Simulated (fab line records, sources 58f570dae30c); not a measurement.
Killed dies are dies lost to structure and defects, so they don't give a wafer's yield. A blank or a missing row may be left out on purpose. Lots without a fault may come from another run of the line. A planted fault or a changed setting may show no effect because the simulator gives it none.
Problem report in the 8D (eight disciplines) form, filled by code | flow berkeley_cmos170 | the parts of the form that need people (team, actions taken, sign-off) are left out

1. THE PROBLEM
NVT_TW at UCB170_NVT_TW_MEAS_09 reads a mean of 487 on 6 wafers of 2 lots; wafers without a fault read 527 with a standard deviation of 3. That is -13 standard deviations from the usual mean.
First seen on wafer L595.1, day 8 19:09, on film_metro-03. The record holds 42 wafers of 14 lots with a number at this step. Rule for "out", or "out of limits": more than 4 standard deviations from the usual mean. The other wafers with a number count as sound.

2. WHAT IT IS AND WHAT IT IS NOT
question                    | is                           | is not
which readings at this step | NVT_TW                       | -
which lots                  | L595, L598                   | L583, L585, L587, L588, L589, L590, L591, L592, L594, L600, L602, L603
which wafers of those lots  | all that have a number       | -
read on which gauges        | film_metro-01, film_metro-03 | film_metro-02
when                        | from day 8 19:09             | up to then (27 sound wafers); but 9 sound wafers of L600, L602, L603 came after

3. SUSPECTS, AND WHAT RULES EACH OUT
Counting: a tool at a process step up to the reading stays a suspect if it ran every lot that is out and no sound lot after the first of them.
- the gauge at UCB170_NVT_TW_MEAS_09: ruled out. The wafers that are out were read on 2 gauges (film_metro-01, film_metro-03).
- implanter-01 at UCB170_NVT_IMPLANT_07: kept. It ran every lot that is out, first L595 (day 8 18:54), and no sound lot after that; its last sound lot up to then is L592 (day 8 04:40). Its own readings are out on those wafers: dose_ions_cm2, faraday_current_uA.
Left after counting: implanter-01 at UCB170_NVT_IMPLANT_07.

4. THE CAUSE (what the simulator had put in)
Process parameter drift: implanter-01, from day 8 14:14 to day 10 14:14, at UCB170_NVT_IMPLANT_07. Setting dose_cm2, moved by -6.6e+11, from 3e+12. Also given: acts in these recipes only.
Counting left only this tool.

5. THE CHAIN OF EFFECTS, in route order
Each row: a reading whose mean over the struck wafers that have a number lies more than 3 standard deviations from the usual. Only readings for which the record gives a usual standard deviation are gone through. hours: the time from each lot's start at the first step in this table that gives one to its start at this step, as a median over the lots. sigmas: the change in usual standard deviations.
hours | step                  | reading            | usual | on struck wafers | change | sigmas
0     | UCB170_NVT_IMPLANT_07 | dose_ions_cm2      | 3e+12 | 2e+12            | -7e+11 | -99 or more
0     | UCB170_NVT_IMPLANT_07 | faraday_current_uA | 9.51  | 7.46             | -2.05  | -11
0     | UCB170_NVT_TW_MEAS_09 | NVT_TW             | 527   | 487              | -40    | -13
The process steps in it:
- UCB170_NVT_IMPLANT_07
Later measuring or inspecting steps at which every struck wafer that the step has a row for has a number for every such reading, and none has moved that far: UCB170_PLDD_CD_MEAS_06, UCB170_SDANNEAL_RS_MEAS_03.

6. WHAT WOULD HAVE CAUGHT IT SOONER
In this record the first reading out of limits at a measuring or inspecting step was taken at day 8 19:09, 5 hours after the fault began at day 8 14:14.
The tool's own readings at UCB170_NVT_IMPLANT_07 were out on every struck wafer that the step has a row for (dose_ions_cm2, faraday_current_uA): an alarm limit on them would have fired on the first of those.
Of the lots that are out (2), L598 began UCB170_NVT_IMPLANT_07 on implanter-01 after day 8 19:09. A hold on the tool at that time would have spared it.
